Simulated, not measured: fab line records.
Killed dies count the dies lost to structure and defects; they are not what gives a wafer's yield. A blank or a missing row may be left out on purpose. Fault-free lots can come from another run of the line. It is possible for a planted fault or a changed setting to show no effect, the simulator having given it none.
Which tool is to blame? / flow rit_cmos / 42 wafers sampled from 14 lots at 1 step of a route of 202

WHAT THE GAUGES READ, wafer by wafer
The record holds no reading of a measuring or inspecting step that can be judged against a usual standard deviation.

EACH LOT AND THE TOOL THAT RAN IT (in order: tool; ch and the chambers of the sampled wafers; start)
lot=L514; RIT_NSD_PEB_04=litho_track-02 ch 0, day 2 22:31
lot=L515; RIT_NSD_PEB_04=litho_track-01 ch 0, day 3 03:00
lot=L516; RIT_NSD_PEB_04=litho_track-02 ch 0, day 3 09:59
lot=L517; RIT_NSD_PEB_04=litho_track-01 ch 0, day 3 14:19
lot=L518; RIT_NSD_PEB_04=litho_track-02 ch 0, day 3 20:58
lot=L520; RIT_NSD_PEB_04=litho_track-03 ch 0, day 4 05:55
lot=L521; RIT_NSD_PEB_04=litho_track-03 ch 0, day 4 09:59
lot=L528; RIT_NSD_PEB_04=litho_track-03, day 6 02:49
lot=L529; RIT_NSD_PEB_04=litho_track-03, day 6 06:40
lot=L533; RIT_NSD_PEB_04=litho_track-03 ch 0, day 6 21:47
lot=L534; RIT_NSD_PEB_04=litho_track-01 ch 0, day 7 02:50
lot=L535; RIT_NSD_PEB_04=litho_track-02 ch 0, day 7 07:10
lot=L536; RIT_NSD_PEB_04=litho_track-01 ch 0, day 7 14:31
lot=L537; RIT_NSD_PEB_04=litho_track-01 ch 0, day 7 21:25
- RIT_NSD_PEB_04

WHAT THE TOOLS THEMSELVES READ (means of the sampled wafers that have a number; where no wafer has one, the mark that the record gives instead)
RIT_NSD_PEB_04. Usual: exhaust_pa 44.9 Pa, standard deviation 0.87.
lot=L514; tool=litho_track-02; exhaust_pa (Pa)=44.1; flag=
lot=L515; tool=litho_track-01; exhaust_pa (Pa)=42.9; flag=
lot=L516; tool=litho_track-02; exhaust_pa (Pa)=45.0; flag=
lot=L517; tool=litho_track-01; exhaust_pa (Pa)=45.1; flag=
lot=L518; tool=litho_track-02; exhaust_pa (Pa)=45.6; flag=
lot=L520; tool=litho_track-03; exhaust_pa (Pa)=45.1; flag=
lot=L521; tool=litho_track-03; exhaust_pa (Pa)=45.5; flag=
lot=L528; tool=litho_track-03; exhaust_pa (Pa)=-; flag=OFF
lot=L529; tool=litho_track-03; exhaust_pa (Pa)=-; flag=OFF
lot=L533; tool=litho_track-03; exhaust_pa (Pa)=45.9; flag=
lot=L534; tool=litho_track-01; exhaust_pa (Pa)=44.0; flag=
lot=L535; tool=litho_track-02; exhaust_pa (Pa)=44.8; flag=
lot=L536; tool=litho_track-01; exhaust_pa (Pa)=45.2; flag=
lot=L537; tool=litho_track-01; exhaust_pa (Pa)=44.9; flag=

THE ANSWER, worked out from the rows above alone
Rule: a lot counts as off when the mean over its wafers that have a number is more than 3 standard deviations away from the usual mean. Also off: a lot with no number at a reading for which 4 or more lots have one. Any other lot the step has rows for is counted as sound. Order of review: gauges by route order, followed by the tools' own readings, for which a lot's mean as printed above is used. At the first step where some lot is off, the reading lying furthest off is the one used; lots without a number count as furthest.
Off at RIT_NSD_PEB_04 (exhaust_pa): L528, L529. Without a number there: L528, L529.
If a tool, at that step or one of the process steps before it, ran each lot that is off and ran no sound lot following the first of them, it fits. Not one of the candidates tried fits.

WHAT HAD BEEN PUT IN BY THE SIMULATOR
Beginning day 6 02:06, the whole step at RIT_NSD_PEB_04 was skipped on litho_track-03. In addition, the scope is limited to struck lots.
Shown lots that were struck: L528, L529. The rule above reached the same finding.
